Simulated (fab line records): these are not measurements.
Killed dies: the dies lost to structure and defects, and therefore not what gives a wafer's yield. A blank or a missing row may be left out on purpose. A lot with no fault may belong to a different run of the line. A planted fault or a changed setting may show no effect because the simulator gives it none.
fab line records | flow berkeley_cmos170
[record] lots = 5 wafers = 23
route steps=331 shown SILICIDE@211 M1@238 M2@289 M3@322
start_h: hours from the record's opening day to when the first of the lot's shown wafers began | wait_h: hours since the lot's step before | " identical to the entry in the row above | L1.1+2: a single row standing in for several wafers | - no value, or no start given | * or withheld: withheld | < > ~ a bound
route shown NAME@n: a module of which the file shows steps, and the number in the route of the first | usual: the fault-free wafers' mean and standard deviation | same: alike in all rows | chamber/n: place in a boat | sites: each site's reading | _std_site: standard deviation across them | _edge_site: the outer-site mean with the inner-site mean subtracted | radius_mm: how far each site lies from the wafer's centre | mask NAME#n: copy n | behind: the tool/chamber that last shaped the wafer | hold: what put the lot on hold/how long, in hours/how the hold closed | device: the transistor (n, p or np) that didn't switch | end of line: tests of these same wafers at the route's end | a step given without rows: its recipe and nothing more | killed: dies that structure and defects cost at the first sort, which is not the same as the wafer's yield | map: the dies of a wafer, with x for killed, . for not killed, _ for no die there
set.NAME: setting as actually run; set.NAME@STEP: the setting as run at that earlier step | model.NAME: the simulator's own value behind a step, which no gauge read
lots run with intentionally changed settings; tables by step, rows by wafer
[[steps]]
[step UCB170_SILICIDE_SPUTTER_01]
[recipe] material = Ti target_thk_nm = 30 time_s = 25 power_w = 1500 chamber_pressure_pa = 0.5
// columns lot.wafer tool chamber start_h wait_h set.time_s model.Ti_of_SILICIDE_SPUTTER_01.thk_nm
L074.1 pvd_sputter-01 - 128.94 0.0 27.37 32.15
L074.2 " - " " 27.37 32.19
L074.3 " - " " 25 29.21
L074.5 " - " " 25 29.59
L074.6 " - " " 25 29.29
L075.1 pvd_sputter-02 - 134.82 0.0 25 30.85
L075.2 " - " " 23.35 28.64
L075.4 " - " " 25 30.75
L075.5 " - " " 23.35 29.17
L075.6 " - " " 23.35 28.88
L079.2 pvd_sputter-02 - 156.77 0.0 25 31.04
L079.3 " - " " 25 30.6
L079.4 " - " " 25 30.7
L082.1 pvd_sputter-02 - 182.14 0.0 26.38 32.59
L082.2 " - " " 26.38 32.37
L082.3+4 " - " " 25 30.58
L082.6 " - " " 26.38 32.35
L081.1 pvd_sputter-03 - 182.14 0.0 25 30.19
L081.2 " - " " 27.35 33.09
L081.3 " - " " 25 30.66
L081.4 " - " " 27.35 33.31
L081.6 " - " " 27.35 33.3
[step UCB170_SILICIDE_RS_MEAS_02]
[recipe] thk_meas_gauge = four-point-probe reads = Ti_of_SILICIDE_SPUTTER_01
[usual] SILICIDE_TI_RS = 25.9/0.6
// columns lot.wafer tool chamber start_h wait_h set.time_s@SILICIDE_SPUTTER_01 SILICIDE_TI_RS[ohm/sq]
L074.1 film_metro-03 - 128.97 0.0 27.37 24.1
L074.2 " - " " 27.37 24.0
L074.3 " - " " 25 26.9
L074.5 " - " " 25 26.5
L074.6 " - " " 25 26.8
L075.1 film_metro-02 - 134.85 0.0 25 25.2
L075.2 " - " " 23.35 27.5
L075.4 " - " " 25 25.3
L075.5 " - " " 23.35 27.0
L075.6 " - " " 23.35 27.3
L079.2 film_metro-03 - 156.82 0.0 25 25.1
L079.3 " - " " 25 25.5
L079.4 " - " " 25 25.4
L082.1 film_metro-03 - 182.17 0.0 26.38 23.7
L082.2 " - " " 26.38 23.9
L082.3 " - " " 25 25.5
L082.4 " - " " 25 25.5
L082.6 " - " " 26.38 23.9
L081.1 film_metro-02 - 182.17 0.0 25 25.9
L081.2 " - " " 27.35 23.2
L081.3 " - " " 25 25.4
L081.4 " - " " 27.35 23.1
L081.6 " - " " 27.35 23.1
[step UCB170_SILICIDE_THK_MEAS_03]
[recipe] thk_meas_gauge = xrf reads = Ti_of_SILICIDE_SPUTTER_01
[usual] SILICIDE_TI_THK = 30.2/0.58
// columns lot.wafer tool chamber start_h wait_h set.time_s@SILICIDE_SPUTTER_01 SILICIDE_TI_THK[nm]
L074.1 film_metro-03 - 129.09 0.1 27.37 32.2
L074.2 " - " " 27.37 32.1
L074.3 " - " " 25 29.4
L074.5 " - " " 25 29.6
L074.6 " - " " 25 29.2
L075.1 film_metro-02 - 134.97 0.1 25 30.9
L075.2 " - " " 23.35 28.5
L075.4 " - " " 25 30.6
L075.5 " - " " 23.35 29.1
L075.6 " - " " 23.35 28.8
L079.2 film_metro-03 - 156.93 0.1 25 31.2
L079.3 " - " " 25 30.6
L079.4 " - " " 25 30.8
L082.1 film_metro-03 - 182.29 0.1 26.38 32.5
L082.2 " - " " 26.38 32.2
L082.3 " - " " 25 30.5
L082.4 " - " " 25 30.5
L082.6 " - " " 26.38 32.2
L081.1 film_metro-02 - 182.29 0.1 25 30.2
L081.2 " - " " 27.35 33.1
L081.3 " - " " 25 30.6
L081.4 " - " " 27.35 33.2
L081.6 " - " " 27.35 33.2
[step UCB170_M1_SPUTTER_00]
[recipe] material = Al target_thk_nm = 600 time_s = 80 power_w = 6000 chamber_pressure_pa = 0.5
// columns lot.wafer tool chamber start_h wait_h set.power_w model.Al_of_M1_SPUTTER_00.thk_nm
L074.1 pvd_sputter-01 - 134.51 0.0 6346 632.6
L074.2 " - " " 6346 636
L074.3 " - " " 6000 602.5
L074.5 " - " " 6000 585.9
L074.6 " - " " 6346 634.9
L075.1 pvd_sputter-04 - 139.52 0.0 6000 617.1
L075.2 " - " " 6000 620.2
L075.4 " - " " 6000 598.5
L075.5 " - " " 6000 606.1
L075.6 " - " " 6000 618
L079.2 pvd_sputter-01 - 161.70 0.0 6000 590
L079.3 " - " " 6000 599.2
L079.4 " - " " 6000 599.5
L081.1 pvd_sputter-01 - 188.57 0.0 5510 555.2
L081.2 " - " " 5510 541.7
L081.3 " - " " 6000 599.4
L081.4 " - " " 6000 595.7
L081.6 " - " " 6000 597
L082.1 pvd_sputter-04 - 188.81 0.0 6000 616.4
L082.2 " - " " 6000 599.8
L082.3 " - " " 6000 619.5
L082.4 " - " " 6000 608.5
L082.6 " - " " 6000 598.6
[step UCB170_M1_RS_MEAS_01]
[recipe] thk_meas_gauge = four-point-probe reads = Al_of_M1_SPUTTER_00
[usual] M1_AL_RS = 0.0485/0.00077
// columns lot.wafer tool chamber start_h wait_h set.power_w@M1_SPUTTER_00 M1_AL_RS[ohm/sq]
L074.1 film_metro-01 - 134.61 0.1 6346 0.0460
L074.2 " - " " 6346 0.0458
L074.3 " - " " 6000 0.0485
L074.5 " - " " 6000 0.0498
L074.6 " - " " 6346 0.0460
L075.1 film_metro-04 - 139.58 0.0 6000 0.0471
L075.2 " - " " 6000 0.0469
L075.4 " - " " 6000 0.0487
L075.5 " - " " 6000 0.0480
L075.6 " - " " 6000 0.0471
L079.2 film_metro-04 - 161.78 0.1 6000 0.0493
L079.3 " - " " 6000 0.0485
L079.4 " - " " 6000 0.0486
L081.1 film_metro-02 - 188.63 0.0 5510 0.0525
L081.2 " - " " 5510 0.0538
L081.3 " - " " 6000 0.0484
L081.4 " - " " 6000 0.0488
L081.6 " - " " 6000 0.0486
L082.1 film_metro-01 - 188.87 0.0 6000 0.0472
L082.2 " - " " 6000 0.0487
L082.3 " - " " 6000 0.0471
L082.4 " - " " 6000 0.0480
L082.6 " - " " 6000 0.0488
[step UCB170_M1_THK_MEAS_02]
[recipe] thk_meas_gauge = xrf reads = Al_of_M1_SPUTTER_00
[usual] M1_AL_THK = 604/9.6
// columns lot.wafer tool chamber start_h wait_h set.power_w@M1_SPUTTER_00 M1_AL_THK[nm]
L074.1 film_metro-01 - 134.73 0.1 6346 639
L074.2 " - " " 6346 642
L074.3 " - " " 6000 607
L074.5 " - " " 6000 592
L074.6 " - " " 6346 640
L075.1 film_metro-04 - 139.70 0.1 6000 618
L075.2 " - " " 6000 624
L075.4 " - " " 6000 605
L075.5 " - " " 6000 611
L075.6 " - " " 6000 617
L079.2 film_metro-04 - 161.89 0.1 6000 594
L079.3 " - " " 6000 603
L079.4 " - " " 6000 605
L081.1 film_metro-02 - 188.75 0.1 5510 559
L081.2 " - " " 5510 547
L081.3 " - " " 6000 605
L081.4 " - " " 6000 601
L081.6 " - " " 6000 601
L082.1 film_metro-01 - 188.99 0.1 6000 620
L082.2 " - " " 6000 605
L082.3 " - " " 6000 624
L082.4 " - " " 6000 614
L082.6 " - " " 6000 605
[step UCB170_M1_METAL_ETCH_12]
[recipe] chemistry = Cl2/BCl3 target = Al stop_on = PSG pressure_mtorr = 12 target_depth_a = 7800 over_etch_frac = 0.3 time_s = 130 icp_w = 600 bias_w = 120 Cl2_flow_sccm = 90 bcl3_flow_sccm = 45
// columns lot.wafer tool chamber start_h wait_h set.icp_w model.KrF_of_M1_COAT_04.thk_nm
L074.1 rie_metal-04 0 135.93 - 600 -
L074.2+6 " 0 " " 553.4 -
L074.3 " 0 " " 600 458.1
L074.5 " 0 " " 553.4 483.6
L075.1 rie_metal-04 1 141.24 - 600 445.2
L075.2 " 1 " " 649.2 413.7
L075.4 " 1 " " 649.2 413.9
L075.5 " 1 " " 649.2 409.9
L075.6 " 1 " " 600 444.3
L079.2 rie_metal-01 0 163.17 - 600 423.1
L079.3 " 0 " " 600 422.6
L079.4 " 0 " " 600 424.1
L081.1 rie_metal-04 1 190.21 - 600 -
L081.2 " 0 " " 657.8 -
L081.3 " 0 " " 657.8 405.5
L081.4 " 1 " " 600 440.9
L081.6 " 1 " " 657.8 407.3
L082.1 rie_metal-01 0 190.30 - 641.5 394.7
L082.2 " 1 " " 641.5 394.6
L082.3 " 1 " " 641.5 395.8
L082.4 " 0 " " 600 427.5
L082.6 " 1 " " 600 420.1
[step UCB170_M2_METAL_ETCH_18]
[recipe] chemistry = Cl2/BCl3 target = Al stop_on = SiO2 pressure_mtorr = 12 target_depth_a = 11700 over_etch_frac = 0.3 time_s = 195 icp_w = 600 bias_w = 120 Cl2_flow_sccm = 90 bcl3_flow_sccm = 45
// columns lot.wafer tool chamber start_h wait_h set.icp_w model.KrF_of_M2_COAT_10.thk_nm
L074.1 rie_metal-03 0 150.19 - 530.2 289.8
L074.2 " 1 " " 600 240.8
L074.3 " 0 " " 600 213.9
L074.5 " 1 " " 530.2 302
L074.6 " 0 " " 600 214.7
L075.1 rie_metal-04 1 150.90 - 622.1 212
L075.2 " 1 " " 622.1 211.1
L075.4 " 1 " " 622.1 219.7
L075.5 " 1 " " 600 235.5
L075.6 " 1 " " 600 227.1
L079.2 rie_metal-02 1 177.14 - 600 229.1
L079.3 " 1 " " 600 224.5
L079.4 " 0 " " 600 183.7
L082.1 rie_metal-04 1 199.23 - 646.9 166.8
L082.2 " 0 " " 600 219.5
L082.3 " 0 " " 600 216.3
L082.4 " 1 " " 646.9 172.6
L082.6 " 0 " " 600 218.8
L081.1 rie_metal-02 0 199.50 - 600 188.6
L081.2 " 1 " " 600 224.8
L081.3 " 0 " " 600 183.7
L081.4 " 1 " " 600 214.2
L081.6 " 1 " " 600 220.5
[step UCB170_M2_STRIP_19]
[recipe] chemistry = O2 power_w = 400 pressure_mtorr = 3500 platen_temp_c = withheld o2_flow_sccm = 400 overash_fraction = 0.5
[usual] oes_product_au = 0.551/0.017
// columns lot.wafer tool chamber start_h wait_h set.power_w set.icp_w@M2_METAL_ETCH_18 oes_product_au
L074.1 plasma_asher-04 0 150.38 0.1 400 530.2 0.623
L074.2 " 1 " " 400 600 0.566
L074.3 " 0 " " 400 600 0.548
L074.5 " 0 " " 400 530.2 0.638
L074.6 " 1 " " 400 600 0.546
L075.1 plasma_asher-02 0 151.28 0.3 372 622.1 0.536
L075.2 " 1 " " 400 622.1 0.543
L075.4 " 0 " " 400 622.1 0.548
L075.5 " 1 " " 372 600 0.569
L075.6 " 0 " " 372 600 0.553
L079.2 plasma_asher-02 0 177.39 0.2 400 600 0.559
L079.3 " 1 " " 400 600 0.559
L079.4 " 0 " " 400 600 0.517
L082.1 plasma_asher-01 1 199.42 0.1 400 646.9 0.492
L082.2 " 0 " " 400 600 0.553
L082.3 " 0 " " 400 600 0.542
L082.4 " 1 " " 400 646.9 0.505
L082.6 " 1 " " 400 600 0.547
L081.1 plasma_asher-02 0 199.69 0.1 400 600 0.523
L081.2 " 1 " " 424 600 0.558
L081.3 " 0 " " 400 600 0.508
L081.4 " 1 " " 400 600 0.542
L081.6 " 0 " " 424 600 0.550
[step UCB170_M3_PEB_13]
[recipe] peb_temp_c = 130 peb_time_s = withheld resist = KrF
// columns lot.wafer tool chamber start_h wait_h set.peb_temp_c
L074.1+2+3 litho_track-04 0 156.11 0.3 130
L074.5+6 " 0 " " 127.6
L075.1+2+4+5+6 litho_track-04 0 157.08 0.1 130
L079.2+3+4 litho_track-01 0 184.51 0.4 130
L082.1+2+3 litho_track-04 0 205.67 0.3 130
L082.4+6 " 0 " " 131.1
L081.1+4+6 litho_track-01 0 206.13 0.3 130
L081.2+3 " 0 " " 127.1
[step UCB170_M3_DEVELOP_14]
[recipe] developer = TMAH develop_time_s = 45 resist = KrF dev_temp_c = 21
[step UCB170_M3_CD_MEAS_15]
[recipe] target_cd_nm = 700
[usual] cd_nm = 699.7/1.5
// columns lot.wafer tool chamber start_h wait_h set.peb_temp_c@M3_PEB_13 cd_nm
L074.1 cd_sem-01 - 156.44 - 130 702.7
L074.2 " - " " 130 701.6
L074.3 " - " " 130 700.6
L074.5 " - " " 127.6 719.1
L074.6 " - " " 127.6 719.1
L075.1 cd_sem-01 - 157.35 - 130 698.8
L075.2 " - " " 130 696.5
L075.4 " - " " 130 695.6
L075.5 " - " " 130 697.4
L075.6 " - " " 130 697.2
L079.2 cd_sem-02 - 184.78 - 130 699.3
L079.3 " - " " 130 700.1
L079.4 " - " " 130 698.4
L082.1 cd_sem-01 - 205.95 - 130 702.0
L082.2 " - " " 130 699.4
L082.3 " - " " 130 699.6
L082.4 " - " " 131.1 693.1
L082.6 " - " " 131.1 693.0
L081.1 cd_sem-02 - 206.41 - 130 699.8
L081.2 " - " " 127.1 722.3
L081.3 " - " " 127.1 721.0
L081.4 " - " " 130 700.0
L081.6 " - " " 130 700.0
[step UCB170_M3_ETCH_17]
[recipe] chemistry = N2/H2 target_depth_a = withheld overetch_a = withheld target = BARC time_s = withheld source_w = 500 bias_w = 100 pressure_mtorr = 30 n2_flow_sccm = 100 h2_flow_sccm = 200
// columns lot.wafer tool chamber start_h wait_h set.peb_temp_c@M3_PEB_13 model.M3.cd_nm
L074.1 rie_diel-01 3 156.60 0.0 130 702.3
L074.2 " 0 " " 130 701.7
L074.3 " 2 " " 130 701.4
L074.5 " 3 " " 127.6 718.5
L074.6 " 0 " " 127.6 718.9
L075.1 rie_diel-02 3 157.51 0.0 130 698.2
L075.2 " 2 " " 130 697.5
L075.4 " 0 " " 130 695.4
L075.5+6 " 3,0 " " 130 696.2
L079.2+3 rie_diel-01 1,3 184.92 0.0 130 699.2
L079.4 " 0 " " 130 698.8
L082.1 rie_diel-02 3 206.11 0.0 130 700.9
L082.2 " 0 " " 130 699.3
L082.3 " 1 " " 130 700.7
L082.4 " 2 " " 131.1 693.8
L082.6 " 2 " " 131.1 694.7
L081.1 rie_diel-03 0 206.57 0.0 130 701
L081.2 " 3 " " 127.1 722.7
L081.3 " 2 " " 127.1 720.2
L081.4 " 0 " " 130 701.3
L081.6 " 2 " " 130 698.9
[step UCB170_M3_METAL_ETCH_18]
[recipe] chemistry = Cl2/BCl3 target = Al stop_on = SiO2 pressure_mtorr = 12 target_depth_a = 11700 over_etch_frac = 0.3 time_s = 195 icp_w = 600 bias_w = 120 Cl2_flow_sccm = 90 bcl3_flow_sccm = 45
// columns lot.wafer tool chamber start_h wait_h set.over_etch_frac set.peb_temp_c@M3_PEB_13 model.M3.cd_nm
L074.1 rie_metal-04 0 156.64 - 0.3 130 703.3
L074.2 " 1 " " 0.3 130 700
L074.3 " 1 " " 0.3 130 700.8
L074.5 " 1 " " 0.3 127.6 715.8
L074.6 " 0 " " 0.3 127.6 721.6
L075.1 rie_metal-03 1 157.55 - 0.3562 130 692.2
L075.2 " 0 " " 0.3 130 700.2
L075.4 " 1 " " 0.3562 130 691.9
L075.5 " 0 " " 0.3 130 699
L075.6 " 1 " " 0.3 130 694.7
L079.2 rie_metal-01 1 184.96 - 0.3 130 701.3
L079.3 " 0 " " 0.3 130 695.3
L079.4 " 1 " " 0.3 130 701.8
L082.1 rie_metal-03 1 206.15 - 0.2356 130 704
L082.2 " 0 " " 0.3 130 698.9
L082.3 " 0 " " 0.2356 130 700.6
L082.4 " 1 " " 0.3 131.1 694.3
L082.6 " 0 " " 0.2356 131.1 695.3
L081.1 rie_metal-01 0 206.61 - 0.2194 130 701
L081.2 " 1 " " 0.3 127.1 725.5
L081.3 " 1 " " 0.2194 127.1 726.5
L081.4 " 0 " " 0.3 130 699.2
L081.6 " 0 " " 0.3 130 697
[step UCB170_M3_STRIP_19]
[recipe] chemistry = O2 power_w = 400 pressure_mtorr = 3500 platen_temp_c = withheld o2_flow_sccm = 400 overash_fraction = 0.5
[step UCB170_M3_CD_MEAS_90]
[recipe] target_cd_nm = 700
[usual] cd_nm = 700.0/3
// columns lot.wafer tool chamber start_h wait_h set.peb_temp_c@M3_PEB_13 cd_nm
L074.1 cd_sem-01 - 156.92 0.1 130 703.1
L074.2 " - " " 130 699.9
L074.3 " - " " 130 700.7
L074.5 " - " " 127.6 716.2
L074.6 " - " " 127.6 721.6
L075.1 cd_sem-01 - 158.08 0.3 130 691.9
L075.2 " - " " 130 700.1
L075.4 " - " " 130 692.1
L075.5 " - " " 130 699.5
L075.6 " - " " 130 694.5
L079.2 cd_sem-01 - 185.27 0.1 130 701.3
L079.3 " - " " 130 695.2
L079.4 " - " " 130 701.9
L082.1 cd_sem-01 - 206.44 0.1 130 704.1
L082.2 " - " " 130 698.9
L082.3 " - " " 130 700.5
L082.4 " - " " 131.1 694.2
L082.6 " - " " 131.1 695.1
L081.1 cd_sem-01 - 206.89 0.1 130 700.9
L081.2 " - " " 127.1 725.8
L081.3 " - " " 127.1 726.9
L081.4 " - " " 130 699.0
L081.6 " - " " 130 696.9
[[key]]
[split] step = UCB170_SILICIDE_SPUTTER_01 setting = time_s stated = 25 by = wafer
[response] step = UCB170_SILICIDE_SPUTTER_01 reading = model.Ti_of_SILICIDE_SPUTTER_01.thk_nm change = +0.301 per = 1% r = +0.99
[response] step = UCB170_SILICIDE_RS_MEAS_02 reading = SILICIDE_TI_RS change = -0.285 per = 1% r = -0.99
[response] step = UCB170_SILICIDE_THK_MEAS_03 reading = SILICIDE_TI_THK change = +0.299 per = 1% r = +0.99
[split] step = UCB170_M1_SPUTTER_00 setting = power_w stated = 6000 by = wafer
[response] step = UCB170_M1_SPUTTER_00 reading = model.Al_of_M1_SPUTTER_00.thk_nm change = +6.33 per = 1% r = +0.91
[response] step = UCB170_M1_RS_MEAS_01 reading = M1_AL_RS change = -0.000553 per = 1% r = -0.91
[response] step = UCB170_M1_THK_MEAS_02 reading = M1_AL_THK change = +6.39 per = 1% r = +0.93
[split] step = UCB170_M1_METAL_ETCH_12 setting = icp_w stated = 600 by = wafer
[response] step = UCB170_M1_METAL_ETCH_12 reading = model.KrF_of_M1_COAT_04.thk_nm change = -3.81 per = 1% r = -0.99
[split] step = UCB170_M2_METAL_ETCH_18 setting = icp_w stated = 600 by = wafer
[response] step = UCB170_M2_METAL_ETCH_18 reading = model.KrF_of_M2_COAT_10.thk_nm change = -6.13 per = 1% r = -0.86
[response] step = UCB170_M2_STRIP_19 reading = oes_product_au change = -0.00646 per = 1% r = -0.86
[split] step = UCB170_M2_STRIP_19 setting = power_w stated = 400 by = wafer
response none clear
[split] step = UCB170_M3_PEB_13 setting = peb_temp_c stated = 130 by = wafer
[response] step = UCB170_M3_CD_MEAS_15 reading = cd_nm change = -9.54 per = 1% r = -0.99
[response] step = UCB170_M3_ETCH_17 reading = model.M3.cd_nm change = -9.14 per = 1% r = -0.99
[response] step = UCB170_M3_METAL_ETCH_18 reading = model.M3.cd_nm change = -10.7 per = 1% r = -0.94
[response] step = UCB170_M3_CD_MEAS_90 reading = cd_nm change = -10.9 per = 1% r = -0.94
[split] step = UCB170_M3_METAL_ETCH_18 setting = over_etch_frac stated = 0.3 by = wafer
response none clear
